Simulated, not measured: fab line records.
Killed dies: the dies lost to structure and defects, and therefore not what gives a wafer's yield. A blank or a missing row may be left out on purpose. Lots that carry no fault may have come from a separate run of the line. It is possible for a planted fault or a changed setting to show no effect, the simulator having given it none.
8D (eight disciplines) problem report, filled in by code | flow berkeley cmos170 | the parts of the form that need people (team, actions taken, sign-off) are left out

1. WHAT IS WRONG
FIELD_OXIDE_THK at UCB170_FIELD_THK_MEAS_02 reads a mean of 641 nm on 6 wafers of 2 lots; wafers without a fault read 561 nm with a standard deviation of 11. That puts it +7.3 standard deviations away from the usual mean.
Seen first at day 7 11:01 on film metro-04, wafer L813.1. Wafers with a number at this step in the record: 39, from 13 lots. Rule for "out", or "out of limits": more than 4 standard deviations from the usual mean. The other wafers with a number count as sound.

2. WHAT IT IS, WHAT IT ISN'T
question                    | is                           | is not
which readings at this step | FIELD_OXIDE_THK              | -
which lots                  | L813, L814                   | L806, L807, L809, L810, L812, L820, L821, L822, L823, L824, L829
which wafers of those lots  | all that have a number       | -
read on which gauges        | film metro-01, film metro-04 | film metro-02
when                        | from day 7 11:01             | up to then (15 sound wafers); but 18 sound wafers of L820, L821, L822, L823, L824, L829 came after

3. SUSPECTS, AND WHAT RULES EACH OUT
Counting: a tool stays on the suspect list if, at a process step up to the reading, it processed all lots that are out and no sound lot following the first of them.
- the gauge at UCB170_FIELD_THK_MEAS_02 has been ruled out. The wafers that are out were read on 2 gauges (film metro-01, film metro-04).
- furnace-02 at UCB170_FIELD_OXIDATION_01 (target thk 558.3 nm, ox time 7200 s): kept. Every lot that is out went through it, starting with L813 (day 7 08:01), and after that it ran no sound lot; the last sound lot it ran before then is L809 (day 6 00:29).
Remaining after the count: furnace-02 at UCB170_FIELD_OXIDATION_01.

4. THE CAUSE (what the simulator had put in)
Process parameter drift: furnace-02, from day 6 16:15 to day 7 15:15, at UCB170_FIELD_OXIDATION_01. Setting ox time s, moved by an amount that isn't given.
This tool alone remained once counting was done.

5. THE EFFECT CHAIN, in route order
Each row: a reading whose mean over the struck wafers that have a number lies more than 3 standard deviations from the usual. Only readings for which the record gives a usual standard deviation are gone through. hours: the time from each lot's start at the first step in this table that gives one to its start at this step, as a median over the lots. sigmas: the change in usual standard deviations.
hours | step                     | reading                | usual  | on struck wafers | change | sigmas
0     | UCB170_FIELD_THK_MEAS_02 | FIELD_OXIDE_THK        | 561 nm | 641              | +80    | +7.3
8     | UCB170_FIELD_THK_MEAS_90 | FIELD_OXIDE_LEFT_1_THK | 444 nm | 523              | +79    | +7.2
28    | UCB170_FIELD_THK_MEAS_91 | FIELD_OXIDE_LEFT_2_THK | 356 nm | 435              | +79    | +7.2
Later measuring or inspecting steps at which every struck wafer that the step has a row for has a number for every such reading, and none has moved that far: UCB170_GATE_THK_MEAS_05, UCB170_PSD_OVL_MEAS_07.

6. WHAT WOULD HAVE CAUGHT IT SOONER
The first out-of-limits reading at a measuring or inspecting step in this record came at day 7 11:01, 19 hours after the fault's start at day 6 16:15.
Of the tool readings at UCB170_FIELD_OXIDATION_01 for which the record gives a usual standard deviation, none was out on any struck wafer, so an alarm limit of 4 standard deviations on them would not have fired.
Each of the lots that are out, 2 in all, had begun UCB170_FIELD_OXIDATION_01 on furnace-02 no later than day 7 11:01. Had the tool been put on hold then, not one of them would have been saved.
